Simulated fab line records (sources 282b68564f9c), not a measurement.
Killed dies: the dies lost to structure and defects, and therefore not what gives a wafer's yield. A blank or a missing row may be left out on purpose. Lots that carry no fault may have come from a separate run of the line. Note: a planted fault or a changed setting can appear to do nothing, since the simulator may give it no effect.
fab line records -- flow rit_cmos
[record] lots = 13, wafers = 39, last_day = 8
route steps=202 shown ACTIVE@4 PWELL@45 GATE@83 M1@202
lots that met no fault: taken from a fault-free run of the same line
start_h: hours from the record's opening day to when the first of the lot's shown wafers began -- wait_h: hours since the lot's step before -- " same as the row above -- L1.1+2: a row that stands for several wafers -- - either no value or no given start -- * or withheld: withheld -- < > ~ a bound
route shown NAME@n: names a module that has steps shown in the file, with the first one's number in the route -- usual: the fault-free wafers' mean and standard deviation -- same: alike in all rows -- chamber/n: place in a boat -- sites: each site's reading -- _std_site: standard deviation across them -- _edge_site: inner sites' mean taken away from outer sites' mean -- radius_mm: for every site, how far away it sits from the centre of the wafer -- mask NAME#n: copy n -- behind: tool/chamber where the wafer was last shaped -- hold: what put the lot on hold/how long, in hours/how the hold closed -- device: names the non-switching transistor (n, p or np) -- end of line: the tests these same wafers got at the end of their route -- where a step has no rows: the recipe by itself -- killed: dies that structure and defects cost at the first sort, which is not the same as the wafer's yield -- map: shows each die of a wafer: x if killed, . if not, _ if none is there
set.NAME: the setting as run; set.NAME@STEP: as run at that earlier step -- model.NAME: the simulator's own value behind a step, which no gauge read
the route's steps for a sample of lots (tables are steps, rows are wafers)
services: a tool's chamber out of use, with start hour (start_h, from the record's first day; less than 0 if before it), hours out, and reason
[[steps]]
[step RIT_ACTIVE_CVD_03]
[recipe] material = Si3N4, target_thk_nm = 150, temp_c = 810, precursor = SiH2Cl2/NH3, time_s = 1500, pressure_mtorr = 300, sih2cl2_flow_sccm = 60, nh3_flow_sccm = 150
[usual] nh3_flow_sccm = 149.9/0.48, spike_tc_centre_C = 812.5/1, spike_tc_load_C = 837.6/2.4, spike_tc_source_C = 830.7/2.3, susceptor_temp_C = 809.9/0.34, zone_power_source_pct = 19.1/1.8
lot.wafer,tool,chamber,start_h,wait_h,nh3_flow_sccm,spike_tc_centre_C,spike_tc_load_C,spike_tc_source_C,susceptor_temp_C,zone_power_source_pct
L267.2,lpcvd-02,1,12.11,0.0,149.6,812.4,839.0,832.9,809.2,16.9
L267.3,lpcvd-02,1,12.11,0.0,149.5,814.7,838.0,831.9,809.5,16.8
L267.4,lpcvd-02,1,12.11,0.0,148.9,814.2,838.1,832.1,809.3,16.5
L268.2,lpcvd-01,0,17.11,0.0,149.8,811.1,832.9,826.8,810.0,19.0
L268.3,lpcvd-01,0,17.11,0.0,149.7,813.6,835.5,827.0,809.5,19.1
L268.6,lpcvd-01,0,17.11,0.0,149.3,815.0,835.1,827.6,809.6,18.8
L269.1,lpcvd-02,0,22.11,0.1,149.8,811.2,839.7,831.9,810.1,21.7
L269.2,lpcvd-02,0,22.11,0.1,150.1,813.3,838.7,834.3,809.4,21.9
L269.6,lpcvd-02,0,22.11,0.1,149.8,812.8,841.8,831.3,810.0,21.5
L270.2,lpcvd-01,1,27.19,0.0,150.6,812.4,838.6,831.3,809.7,20.1
L270.3,lpcvd-01,1,27.19,0.0,150.3,811.7,839.7,828.5,810.4,20.1
L270.5,lpcvd-01,1,27.19,0.0,149.6,811.6,837.5,829.9,810.3,19.9
L271.1,lpcvd-02,1,33.86,0.1,150.3,810.8,839.4,833.8,810.0,16.7
L271.4,lpcvd-02,1,33.86,0.1,150.4,812.1,838.2,833.5,809.9,16.8
L271.5,lpcvd-02,1,33.86,0.1,149.9,811.5,838.7,830.7,810.1,17.0
L272.1,lpcvd-01,1,37.11,0.1,150.3,812.1,839.4,829.3,810.6,20.0
L272.3,lpcvd-01,1,37.11,0.1,149.4,811.9,839.2,829.2,810.4,19.8
L272.6,lpcvd-01,1,37.11,0.1,149.6,813.6,840.2,830.4,810.3,19.7
L274.1,lpcvd-01,0,47.11,0.1,150.3,826.4,849.7,843.8,824.9,19.8
L274.4,lpcvd-01,0,47.11,0.1,150.6,828.3,849.1,841.5,825.1,19.9
L274.6,lpcvd-01,0,47.11,0.1,150.0,826.8,849.9,842.6,824.9,19.7
L282.1,lpcvd-02,0,87.11,0.1,150.2,811.3,840.1,832.8,810.1,22.3
L282.2,lpcvd-02,0,87.11,0.1,149.7,813.3,840.9,835.0,809.3,21.9
L282.5,lpcvd-02,0,87.11,0.1,149.2,811.3,840.3,834.8,809.9,21.8
L285.1,lpcvd-02,1,104.31,0.1,149.7,813.6,837.3,831.4,810.1,17.0
L285.3,lpcvd-02,1,104.31,0.1,149.9,813.2,837.9,832.7,809.8,16.7
L285.5,lpcvd-02,1,104.31,0.1,150.2,812.2,839.3,831.3,810.6,16.7
L286.1,lpcvd-02,1,108.20,0.1,150.0,812.4,837.8,833.7,809.1,16.7
L286.2,lpcvd-02,1,108.20,0.1,150.7,813.0,838.5,831.0,809.3,16.8
L286.4,lpcvd-02,1,108.20,0.1,150.3,815.5,838.2,832.2,809.1,16.7
L287.2,lpcvd-02,1,112.96,0.0,149.4,813.8,838.0,832.5,809.9,16.7
L287.3,lpcvd-02,1,112.96,0.0,150.2,813.1,836.4,831.0,809.9,16.6
L287.5,lpcvd-02,1,112.96,0.0,149.8,812.6,837.7,831.9,809.3,16.9
L289.1,lpcvd-01,0,123.00,0.9,150.9,812.5,833.6,829.1,810.0,19.1
L289.4,lpcvd-01,0,123.00,0.9,150.3,811.5,834.9,828.4,810.4,19.1
L289.6,lpcvd-01,0,123.00,0.9,150.1,813.7,836.1,829.1,810.4,19.0
L290.1,lpcvd-01,1,132.40,0.1,150.5,812.7,838.4,828.5,809.7,19.8
L290.2,lpcvd-01,1,132.40,0.1,150.4,812.4,839.3,829.4,810.2,19.8
L290.6,lpcvd-01,1,132.40,0.1,150.0,812.1,838.2,828.4,810.6,19.7
[step RIT_ACTIVE_THK_MEAS_04]
[recipe] reads = Si3N4_of_ACTIVE_CVD_03
[usual] ACTIVE_NITRIDE_THK = 149.8/1.7
lot.wafer,tool,chamber,start_h,wait_h,ACTIVE_NITRIDE_THK[nm]
L267.2,film_metro-01,-,13.54,0.0,147.6
L267.3,film_metro-01,-,13.54,0.0,147.4
L267.4,film_metro-01,-,13.54,0.0,148.3
L268.2,film_metro-04,-,18.54,0.0,150.1
L268.3,film_metro-04,-,18.54,0.0,152.3
L268.6,film_metro-04,-,18.54,0.0,150.4
L269.1,film_metro-04,-,23.53,0.0,150.1
L269.2,film_metro-04,-,23.53,0.0,148.7
L269.6,film_metro-04,-,23.53,0.0,150.3
L270.2,film_metro-01,-,28.61,0.0,152.0
L270.3,film_metro-01,-,28.61,0.0,152.1
L270.5,film_metro-01,-,28.61,0.0,151.5
L271.1,film_metro-01,-,35.28,0.0,149.8
L271.4,film_metro-01,-,35.28,0.0,149.2
L271.5,film_metro-01,-,35.28,0.0,149.9
L272.1,film_metro-01,-,38.53,0.0,151.3
L272.3,film_metro-01,-,38.53,0.0,151.1
L272.6,film_metro-01,-,38.53,0.0,151.8
L274.1,film_metro-02,-,48.53,0.0,195.9
L274.4,film_metro-02,-,48.53,0.0,194.7
L274.6,film_metro-02,-,48.53,0.0,195.6
L282.1,film_metro-01,-,89.24,0.0,148.5
L282.2,film_metro-01,-,89.24,0.0,149.2
L282.5,film_metro-01,-,89.24,0.0,149.9
L285.1,film_metro-04,-,105.72,0.0,150.5
L285.3,film_metro-04,-,105.72,0.0,149.9
L285.5,film_metro-04,-,105.72,0.0,149.5
L286.1,film_metro-04,-,109.62,0.0,148.4
L286.2,film_metro-04,-,109.62,0.0,151.3
L286.4,film_metro-04,-,109.62,0.0,150.2
L287.2,film_metro-02,-,114.39,0.0,149.5
L287.3,film_metro-02,-,114.39,0.0,149.1
L287.5,film_metro-02,-,114.39,0.0,149.3
L289.1,film_metro-02,-,124.42,0.0,150.0
L289.4,film_metro-02,-,124.42,0.0,150.3
L289.6,film_metro-02,-,124.42,0.0,150.0
L290.1,film_metro-02,-,133.82,0.0,150.8
L290.2,film_metro-02,-,133.82,0.0,150.5
L290.6,film_metro-02,-,133.82,0.0,150.3
[step RIT_ACTIVE_ETCH_13]
[recipe] stop_on = SiO2, chemistry = SF6, target = Si3N4, time_s = 210, over_etch_frac = 0.4, SF6_flow_sccm = 200, pressure_mtorr = 260, rf_w = 125, target_depth_a = 2100
[usual] drypump_motor_current_A = 5.6/0.37, oes_product_au = 0.818/0.0099, rf_fwd_power_W = 124.6/0.38, throttle_valve_pct = 7.49/0.1
lot.wafer,tool,chamber,start_h,wait_h,drypump_motor_current_A,oes_product_au,rf_fwd_power_W,rf_hours_counter_h,throttle_valve_pct
L267.2,rie_diel-03,2,14.96,0.1,6.0,0.811,125.5,108,7.33
L267.3,rie_diel-03,3,14.96,0.1,5.5,0.806,125.2,156,7.58
L267.4,rie_diel-03,0,14.96,0.1,4.8,0.798,124.3,113,7.41
L268.2,rie_diel-02,3,19.71,0.1,5.5,0.815,124.9,162,7.52
L268.3,rie_diel-02,2,19.71,0.1,6.3,0.823,124.4,157,7.37
L268.6,rie_diel-02,3,19.71,0.1,5.5,0.819,124.4,-,7.52
L269.1,rie_diel-03,1,24.93,0.1,5.7,0.819,124.7,164,7.51
L269.2,rie_diel-03,2,24.93,0.1,6.0,0.818,125.2,108,7.35
L269.6,rie_diel-03,1,24.93,0.1,5.7,0.821,124.5,-,7.50
L270.2,rie_diel-04,0,29.91,0.1,5.5,0.825,125.0,112,7.52
L270.3,rie_diel-04,2,29.91,0.1,5.2,0.826,124.4,113,7.55
L270.5,rie_diel-04,3,29.91,0.1,5.9,0.827,124.7,-,7.53
L271.1,rie_diel-04,1,36.46,0.1,5.7,0.833,124.6,49,7.46
L271.4,rie_diel-04,0,36.46,0.1,5.5,0.818,125.0,112,7.51
L271.5,rie_diel-04,3,36.46,0.1,5.9,0.821,124.9,-,7.56
L272.1,rie_diel-03,0,39.71,0.1,4.8,0.801,124.8,114,7.41
L272.3,rie_diel-03,2,39.71,0.1,6.0,0.818,124.1,109,7.35
L272.6,rie_diel-03,1,39.71,0.1,5.7,0.824,124.6,-,7.50
L274.1,rie_diel-02,0,49.83,0.1,5.8,0.961,124.9,91,7.34
L274.4,rie_diel-02,1,49.83,0.1,5.7,0.949,124.9,-,7.72
L274.6,rie_diel-02,0,49.83,0.1,5.8,0.956,124.4,-,7.35
L282.1,rie_diel-03,0,90.51,0.1,4.8,0.799,124.7,115,7.42
L282.2,rie_diel-03,3,90.51,0.1,5.5,0.812,125.5,157,7.54
L282.5,rie_diel-03,2,90.51,0.1,6.0,0.824,124.5,-,7.35
L285.1,rie_diel-03,0,107.14,0.1,4.8,0.801,124.6,115,7.43
L285.3,rie_diel-03,3,107.14,0.1,5.5,0.807,124.3,158,7.57
L285.5,rie_diel-03,3,107.14,0.1,5.5,0.808,124.3,-,7.56
L286.1,rie_diel-04,1,110.80,0.1,5.7,0.818,124.1,51,7.46
L286.2,rie_diel-04,2,110.80,0.1,5.2,0.831,124.7,115,7.54
L286.4,rie_diel-04,3,110.80,0.1,5.9,0.814,124.7,141,7.55
L287.2,rie_diel-02,0,115.68,0.1,5.8,0.827,124.5,93,7.35
L287.3,rie_diel-02,3,115.68,0.1,5.6,0.821,124.9,0,7.53
L287.5,rie_diel-02,3,115.68,0.1,5.6,0.829,124.7,-,7.52
L289.1,rie_diel-02,1,125.73,0.1,5.6,0.822,124.9,152,7.71
L289.4,rie_diel-02,3,125.73,0.1,5.5,0.832,124.5,-,7.52
L289.6,rie_diel-02,1,125.73,0.1,5.6,0.827,124.2,-,7.71
L290.1,rie_diel-03,2,135.00,0.1,6.0,0.829,124.9,110,7.36
L290.2,rie_diel-03,0,135.00,0.1,4.8,0.800,124.6,116,7.41
L290.6,rie_diel-03,1,135.00,0.1,5.7,0.816,125.0,-,7.51
[step RIT_PWELL_OVL_MEAS_06]
[usual] PWELL_OVL = 0.2/1.4
lot.wafer,tool,chamber,start_h,wait_h,PWELL_OVL[nm]
L267.2,overlay-01,-,23.14,-,2.8
L267.3,overlay-01,-,23.14,-,-1.1
L267.4,overlay-01,-,23.14,-,0.7
L268.2,overlay-01,-,27.07,-,-0.9
L268.3,overlay-01,-,27.07,-,-1.5
L268.6,overlay-01,-,27.07,-,-1.2
L269.1,overlay-02,-,32.81,-,-0.7
L269.2,overlay-02,-,32.81,-,0.8
L269.6,overlay-02,-,32.81,-,0.5
L270.2,overlay-01,-,37.67,-,1.4
L270.3,overlay-01,-,37.67,-,2.2
L270.5,overlay-01,-,37.67,-,-0.5
L271.1,overlay-01,-,44.68,-,1.5
L271.4,overlay-01,-,44.68,-,0.8
L271.5,overlay-01,-,44.68,-,-0.1
L272.1,overlay-01,-,47.08,-,0.1
L272.3,overlay-01,-,47.08,-,0.9
L272.6,overlay-01,-,47.08,-,-0.1
L274.1,overlay-01,-,56.82,-,0.0
L274.4,overlay-01,-,56.82,-,0.5
L274.6,overlay-01,-,56.82,-,1.5
L282.1,overlay-02,-,98.70,-,1.5
L282.2,overlay-02,-,98.70,-,3.4
L282.5,overlay-02,-,98.70,-,4.7
L285.1,overlay-02,-,117.71,-,-1.8
L285.3,overlay-02,-,117.71,-,-1.7
L285.5,overlay-02,-,117.71,-,-1.3
L286.1,overlay-02,-,121.02,-,-0.9
L286.2,overlay-02,-,121.02,-,-0.4
L286.4,overlay-02,-,121.02,-,-0.5
L287.2,overlay-01,-,123.71,-,-0.4
L287.3,overlay-01,-,123.71,-,-0.7
L287.5,overlay-01,-,123.71,-,-1.7
L289.1,overlay-01,-,137.12,-,0.9
L289.4,overlay-01,-,137.12,-,0.9
L289.6,overlay-01,-,137.12,-,0.4
L290.1,overlay-01,-,145.97,-,-0.4
L290.2,overlay-01,-,145.97,-,-1.7
L290.6,overlay-01,-,145.97,-,-1.2
[step RIT_GATE_THK_MEAS_07]
[recipe] reads = SiO2_of_GATE_OXIDATION_05
[usual] GATE_OXIDE_THK = 3.00/0.061
lot.wafer,tool,chamber,start_h,wait_h,GATE_OXIDE_THK[nm]
L267.2,film_metro-03,-,34.40,0.0,2.94
L267.3,film_metro-03,-,34.40,0.0,2.94
L267.4,film_metro-03,-,34.40,0.0,2.98
L268.2,film_metro-02,-,39.66,0.0,3.04
L268.3,film_metro-02,-,39.66,0.0,2.98
L268.6,film_metro-02,-,39.66,0.0,2.96
L269.1,film_metro-03,-,43.95,0.0,3.00
L269.2,film_metro-03,-,43.95,0.0,3.05
L269.6,film_metro-03,-,43.95,0.0,2.95
L270.2,film_metro-03,-,49.45,0.0,2.91
L270.3,film_metro-03,-,49.45,0.0,2.99
L270.5,film_metro-03,-,49.45,0.0,3.00
L271.1,film_metro-03,-,57.13,0.0,3.03
L271.4,film_metro-03,-,57.13,0.0,3.08
L271.5,film_metro-03,-,57.13,0.0,2.97
L272.1,film_metro-02,-,59.49,0.0,2.94
L272.3,film_metro-02,-,59.49,0.0,2.94
L272.6,film_metro-02,-,59.49,0.0,3.00
L274.1,film_metro-01,-,68.61,0.0,3.09
L274.4,film_metro-01,-,68.61,0.0,3.15
L274.6,film_metro-01,-,68.61,0.0,3.14
L282.1,film_metro-01,-,113.66,0.0,2.97
L282.2,film_metro-01,-,113.66,0.0,3.00
L282.5,film_metro-01,-,113.66,0.0,2.95
L285.1,film_metro-03,-,132.62,0.0,2.97
L285.3,film_metro-03,-,132.62,0.0,3.01
L285.5,film_metro-03,-,132.62,0.0,2.93
L286.1,film_metro-01,-,132.62,0.0,3.01
L286.2,film_metro-01,-,132.62,0.0,3.06
L286.4,film_metro-01,-,132.62,0.0,3.05
L287.2,film_metro-03,-,137.31,0.0,3.01
L287.3,film_metro-03,-,137.31,0.0,2.96
L287.5,film_metro-03,-,137.31,0.0,2.92
L289.1,film_metro-02,-,150.75,0.0,2.97
L289.4,film_metro-02,-,150.75,0.0,2.97
L289.6,film_metro-02,-,150.75,0.0,2.91
L290.1,film_metro-03,-,160.73,0.0,3.03
L290.2,film_metro-03,-,160.73,0.0,3.03
L290.6,film_metro-03,-,160.73,0.0,3.05
[step RIT_GATE_OVL_MEAS_17]
[usual] GATE_OVL = -0.3/1.3
lot.wafer,tool,chamber,start_h,wait_h,GATE_OVL[nm]
L267.2,overlay-01,-,37.39,0.1,0.2
L267.3,overlay-01,-,37.39,0.1,0.1
L267.4,overlay-01,-,37.39,0.1,0.2
L268.2,overlay-01,-,42.49,0.1,0.3
L268.3,overlay-01,-,42.49,0.1,-0.6
L268.6,overlay-01,-,42.49,0.1,-1.4
L269.1,overlay-01,-,46.92,0.1,-1.2
L269.2,overlay-01,-,46.92,0.1,-1.6
L269.6,overlay-01,-,46.92,0.1,-2.7
L270.2,overlay-01,-,52.28,0.1,-0.2
L270.3,overlay-01,-,52.28,0.1,0.7
L270.5,overlay-01,-,52.28,0.1,-0.1
L271.1,overlay-02,-,59.83,0.1,-0.4
L271.4,overlay-02,-,59.83,0.1,0.3
L271.5,overlay-02,-,59.83,0.1,-0.7
L272.1,overlay-01,-,62.99,0.1,0.5
L272.3,overlay-01,-,62.99,0.1,0.8
L272.6,overlay-01,-,62.99,0.1,0.2
L274.1,overlay-01,-,71.44,0.1,-1.4
L274.4,overlay-01,-,71.44,0.1,0.5
L274.6,overlay-01,-,71.44,0.1,-2.8
L282.1,overlay-01,-,117.83,0.1,-0.9
L282.2,overlay-01,-,117.83,0.1,0.5
L282.5,overlay-01,-,117.83,0.1,-1.4
L286.1,overlay-01,-,136.59,0.1,-2.2
L286.2,overlay-01,-,136.59,0.1,-0.2
L286.4,overlay-01,-,136.59,0.1,0.1
L285.1,overlay-01,-,136.83,0.1,-1.7
L285.3,overlay-01,-,136.83,0.1,1.0
L285.5,overlay-01,-,136.83,0.1,-2.2
L287.2,overlay-02,-,140.02,0.1,0.6
L287.3,overlay-02,-,140.02,0.1,1.1
L287.5,overlay-02,-,140.02,0.1,1.0
L289.1,overlay-01,-,154.26,0.1,-2.8
L289.4,overlay-01,-,154.26,0.1,-1.0
L289.6,overlay-01,-,154.26,0.1,-2.0
L290.1,overlay-02,-,163.56,0.1,0.1
L290.2,overlay-02,-,163.56,0.1,-1.5
L290.6,overlay-02,-,163.56,0.1,-0.5
[step RIT_M1_PROBE_99]
[usual] killed_at_contacts = 0.0/0.25, killed_at_front_end = 6.6/2.7, killed_dies = 6.7/2.7, killed_open = 3.3/1.9, killed_short = 3.4/1.9
[same] gross_dies = 264, killed_at_M0_to_M3 = 0, killed_at_M4_up = 0, killed_at_back_side = 0, killed_at_other = 0
lot.wafer,tool,chamber,start_h,wait_h,killed_at_contacts,killed_at_front_end,killed_dies,killed_open,killed_short
L267.2,prober-01,-,58.51,0.1,0,4,4,1,3
L267.3,prober-01,-,58.56,0.2,0,7,7,4,3
L267.4,prober-01,-,58.61,0.2,0,6,6,4,2
L268.2,prober-02,-,63.86,0.1,0,5,5,2,3
L268.3,prober-02,-,63.91,0.2,0,7,7,6,1
L268.6,prober-02,-,64.06,0.2,0,12,12,8,4
L269.1,prober-01,-,70.92,0.1,0,8,8,5,3
L269.2,prober-01,-,70.97,0.1,0,8,8,4,4
L269.6,prober-01,-,71.17,0.2,0,9,9,6,3
L270.2,prober-02,-,73.72,0.1,0,5,5,3,2
L270.3,prober-02,-,73.77,0.2,0,3,3,2,1
L270.5,prober-02,-,73.87,0.2,0,5,5,3,2
L271.1,prober-01,-,80.42,0.1,1,4,5,4,1
L271.4,prober-01,-,80.57,0.2,0,4,4,2,2
L271.5,prober-01,-,80.62,0.2,0,9,9,6,3
L272.1,prober-02,-,83.22,0.1,1,8,9,6,3
L272.3,prober-02,-,83.32,0.2,0,10,10,6,4
L272.6,prober-02,-,83.47,0.2,0,10,10,3,7
L274.1,prober-02,-,92.52,0.1,0,6,6,3,3
L274.4,prober-02,-,92.67,0.2,0,4,4,2,2
L274.6,prober-02,-,92.77,0.2,0,6,6,1,3
L282.1,prober-02,-,144.10,0.1,0,10,10,6,4
L282.2,prober-02,-,144.15,0.1,0,2,2,1,1
L282.5,prober-02,-,144.30,0.2,0,6,6,3,3
L286.1,prober-02,-,159.05,0.1,0,6,6,4,2
L286.2,prober-02,-,159.10,0.1,0,11,11,3,8
L286.4,prober-02,-,159.20,0.2,0,5,5,3,2
L285.1,prober-01,-,161.62,0.1,0,3,3,2,1
L285.3,prober-01,-,161.72,0.2,0,5,5,3,2
L285.5,prober-01,-,161.82,0.2,0,6,6,3,3
L287.2,prober-02,-,165.65,0.1,0,7,7,2,5
L287.3,prober-02,-,165.70,0.2,0,10,10,4,6
L287.5,prober-02,-,165.80,0.2,0,12,12,5,7
L289.1,prober-02,-,175.29,0.1,0,4,4,2,2
L289.4,prober-02,-,175.44,0.2,0,4,4,3,1
L289.6,prober-02,-,175.54,0.2,0,8,8,3,5
L290.1,prober-02,-,187.59,0.1,0,7,7,3,4
L290.2,prober-02,-,187.64,0.1,0,12,12,5,7
L290.6,prober-02,-,187.84,0.2,0,8,8,4,4
// killed by level:class
L267.2 GATE:geometric_particle:short=2 FOX1:geometric_particle:short=1 GATE:geometric_particle:open=1
L267.3 GATE:geometric_particle:open=3 FOX1:geometric_particle:short=1 FOX2:geometric_particle:short=1 FOX2:geometric_particle:open=1 GATE:geometric_particle:short=1
L267.4 GATE:geometric_particle:open=3 ACTIVE:geometric_particle:open=1 FOX1:geometric_particle:short=1 SILICIDE:geometric_particle:short=1
L268.2 FOX1:geometric_particle:short=3 FOX1:geometric_particle:open=1 SILICIDE:geometric_particle:open=1
L268.3 FOX1:geometric_particle:open=2 GATE:geometric_particle:open=2 FOX2:geometric_particle:open=1 GATE:geometric_particle:short=1 SILICIDE:geometric_particle:open=1
L268.6 FOX1:geometric_particle:open=3 GATE:geometric_particle:open=3 SILICIDE:geometric_particle:short=2 GATE:geometric_particle:short=1 REOX:geometric_particle:open=1 REOX:geometric_particle:short=1 SILICIDE:geometric_particle:open=1
L269.1 FOX1:geometric_particle:short=2 GATE:geometric_particle:open=2 REOX:geometric_particle:open=2 GATE:geometric_particle:short=1 SPACER:geometric_particle:open=1
L269.2 GATE:geometric_particle:short=4 GATE:geometric_particle:open=3 FOX1:geometric_particle:open=1
L269.6 GATE:geometric_particle:open=4 GATE:geometric_particle:short=2 FOX2:geometric_particle:short=1 REOX:geometric_particle:open=1 SPACER:geometric_particle:open=1
L270.2 FOX2:geometric_particle:open=2 FOX2:geometric_particle:short=1 REOX:geometric_particle:short=1 SPACER:geometric_particle:open=1
L270.3 GATE:geometric_particle:open=1 GATE:geometric_particle:short=1 REOX:geometric_particle:open=1
L270.5 GATE:geometric_particle:open=2 FOX1:geometric_particle:open=1 GATE:geometric_particle:short=1 REOX:geometric_particle:short=1
L271.1 GATE:geometric_particle:open=4 CONTACT:geometric_particle:short=1
L271.4 FOX1:geometric_particle:open=2 GATE:geometric_particle:short=1 REOX:geometric_particle:short=1
L271.5 GATE:geometric_particle:short=3 GATE:geometric_particle:open=3 FOX1:geometric_particle:open=2 REOX:geometric_particle:open=1
L272.1 GATE:geometric_particle:open=2 SPACER:geometric_particle:open=2 FOX1:geometric_particle:open=1 FOX2:geometric_particle:open=1 GATE:geometric_particle:short=1 SPACER:geometric_particle:short=1 CONTACT:geometric_particle:short=1
L272.3 GATE:geometric_particle:open=2 REOX:geometric_particle:open=2 FOX1:geometric_particle:short=1 FOX2:geometric_particle:short=1 GATE:geometric_particle:short=1 REOX:geometric_particle:short=1 SPACER:geometric_particle:open=1 SILICIDE:geometric_particle:open=1
L272.6 FOX1:geometric_particle:short=3 SILICIDE:geometric_particle:short=2 GATE:geometric_particle:open=1 GATE:geometric_particle:short=1 SPACER:geometric_particle:open=1 SPACER:geometric_particle:short=1 SILICIDE:geometric_particle:open=1
L274.1 SPACER:geometric_particle:open=2 SILICIDE:geometric_particle:short=2 FOX1:geometric_particle:short=1 FOX2:geometric_particle:open=1
L274.4 FOX1:geometric_particle:short=1 FOX1:geometric_particle:open=1 GATE:geometric_particle:open=1 GATE:geometric_particle:short=1
L274.6 GATE:geometric_particle:open=1 GATE:geometric_particle:short=1 SPACER:geometric_particle:short=1 SILICIDE:geometric_particle:short=1 PSD:coat_microbubble_printed=1 ACTIVE:area_etch=1
L282.1 FOX1:geometric_particle:open=2 GATE:geometric_particle:short=2 REOX:geometric_particle:open=2 FOX1:geometric_particle:short=1 FOX2:geometric_particle:open=1 GATE:geometric_particle:open=1 SPACER:geometric_particle:short=1
L282.2 GATE:geometric_particle:short=1 GATE:geometric_particle:open=1
L282.5 FOX2:geometric_particle:short=3 GATE:geometric_particle:open=2 SPACER:geometric_particle:open=1
L286.1 SPACER:geometric_particle:open=2 FOX1:geometric_particle:open=1 FOX2:geometric_particle:short=1 SILICIDE:geometric_particle:short=1 SILICIDE:geometric_particle:open=1
L286.2 REOX:geometric_particle:short=4 FOX1:geometric_particle:short=2 FOX1:geometric_particle:open=2 FOX2:geometric_particle:short=1 REOX:geometric_particle:open=1 SILICIDE:geometric_particle:short=1
L286.4 REOX:geometric_particle:open=2 FOX1:geometric_particle:short=1 GATE:geometric_particle:open=1 GATE:geometric_particle:short=1
L285.1 FOX1:geometric_particle:open=1 GATE:geometric_particle:short=1 GATE:geometric_particle:open=1
L285.3 GATE:geometric_particle:open=2 FOX2:geometric_particle:open=1 FOX2:geometric_particle:short=1 REOX:geometric_particle:short=1
L285.5 GATE:geometric_particle:short=2 GATE:geometric_particle:open=2 FOX1:geometric_particle:open=1 SILICIDE:geometric_particle:short=1
L287.2 FOX2:geometric_particle:short=2 GATE:geometric_particle:short=2 GATE:geometric_particle:open=2 SPACER:geometric_particle:short=1
L287.3 GATE:geometric_particle:short=4 FOX1:geometric_particle:open=1 FOX1:geometric_particle:short=1 FOX2:geometric_particle:open=1 SPACER:geometric_particle:open=1 SILICIDE:geometric_particle:open=1 SILICIDE:geometric_particle:short=1
L287.5 GATE:geometric_particle:open=3 SPACER:geometric_particle:short=2 SILICIDE:geometric_particle:open=2 SILICIDE:geometric_particle:short=2 FOX1:geometric_particle:short=1 FOX2:geometric_particle:short=1 REOX:geometric_particle:short=1
L289.1 FOX1:geometric_particle:open=1 FOX2:geometric_particle:open=1 GATE:geometric_particle:short=1 REOX:geometric_particle:short=1
L289.4 SPACER:geometric_particle:open=2 GATE:geometric_particle:open=1 SILICIDE:geometric_particle:short=1
L289.6 SILICIDE:geometric_particle:short=3 FOX2:geometric_particle:short=1 GATE:geometric_particle:open=1 SPACER:geometric_particle:short=1 SPACER:geometric_particle:open=1 SILICIDE:geometric_particle:open=1
L290.1 GATE:geometric_particle:short=2 REOX:geometric_particle:short=2 FOX2:geometric_particle:open=1 REOX:geometric_particle:open=1 SPACER:geometric_particle:open=1
L290.2 FOX2:geometric_particle:open=2 GATE:geometric_particle:short=2 SPACER:geometric_particle:short=2 FOX1:geometric_particle:short=1 FOX2:geometric_particle:short=1 GATE:geometric_particle:open=1 SPACER:geometric_particle:open=1 SILICIDE:geometric_particle:open=1
L290.6 FOX2:geometric_particle:open=2 GATE:geometric_particle:open=2 FOX1:geometric_particle:short=1 FOX2:geometric_particle:short=1 GATE:geometric_particle:short=1 SPACER:geometric_particle:short=1
[[services]]
tool,chamber,start_h,hours,kind
lpcvd-01,-,2.62,2.8,pm
rie_diel-02,1,11.20,8.4,repair
rie_diel-03,3,17.40,10.8,repair
rie_diel-03,3,35.25,9.1,repair
lpcvd-02,-,47.24,0.4,repair
rie_diel-02,2,47.65,11.6,repair
rie_diel-03,-,48.09,2.5,repair
rie_diel-04,0,58.18,22.7,repair
lpcvd-01,-,61.69,1.1,repair
rie_diel-02,3,74.83,-,clean
rie_diel-02,3,74.83,14.3,scheduled_down
rie_diel-02,3,74.83,14.3,vent_cycle
rie_diel-03,1,75.40,-,clean
rie_diel-03,1,75.40,16.6,scheduled_down
rie_diel-03,1,75.40,16.6,vent_cycle
rie_diel-02,2,104.54,-,clean
rie_diel-02,2,104.54,30.5,scheduled_down
rie_diel-02,1,109.40,4.0,repair
rie_diel-03,3,109.55,-,clean
rie_diel-03,3,109.55,20.2,scheduled_down
rie_diel-03,3,109.55,20.2,vent_cycle
rie_diel-03,-,111.51,1.0,repair
rie_diel-04,3,127.92,6.3,repair
rie_diel-04,0,133.90,50.4,repair
[[key]]
[first_sign] step = RIT_ACTIVE_CVD_03, reading = susceptor_temp_C, direction = up, sigmas = 44, usual = *, struck = *
[effect] step = RIT_ACTIVE_CVD_03, reading = spike_tc_centre_C, direction = up, sigmas = 14, usual = 812.5, struck = 827.2
[effect] step = RIT_ACTIVE_THK_MEAS_04, reading = ACTIVE_NITRIDE_THK, direction = up, sigmas = 26, usual = 149.8, struck = 195.4
[effect] step = RIT_ACTIVE_ETCH_13, reading = oes_product_au, direction = up, sigmas = 14, usual = 0.818, struck = 0.955
met_at RIT_ACTIVE_CVD_03
struck_lots L274
struck_wafers L274.1,L274.4,L274.6
tester_left_out L274
not_acting_at RIT_PWELL_OVL_MEAS_06,RIT_GATE_THK_MEAS_07,RIT_GATE_OVL_MEAS_17
onset_between 17.11 47.11
[fault] kind = process_parameter_drift, tool = lpcvd-01, chamber = 0, onset_h = 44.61, steps = RIT_ACTIVE_CVD_03, channel = temp_c, offset = *, shape = step, end_h = 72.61, acts_in = *, stated = *
// tester_left_out: of these lots the tester's yield and bins aren't shown, on N5 and GAA mostly nor the transistor test; their killed dies are dies lost to structure and defects alone, not to doping, threshold or leakage, so they don't give the yield
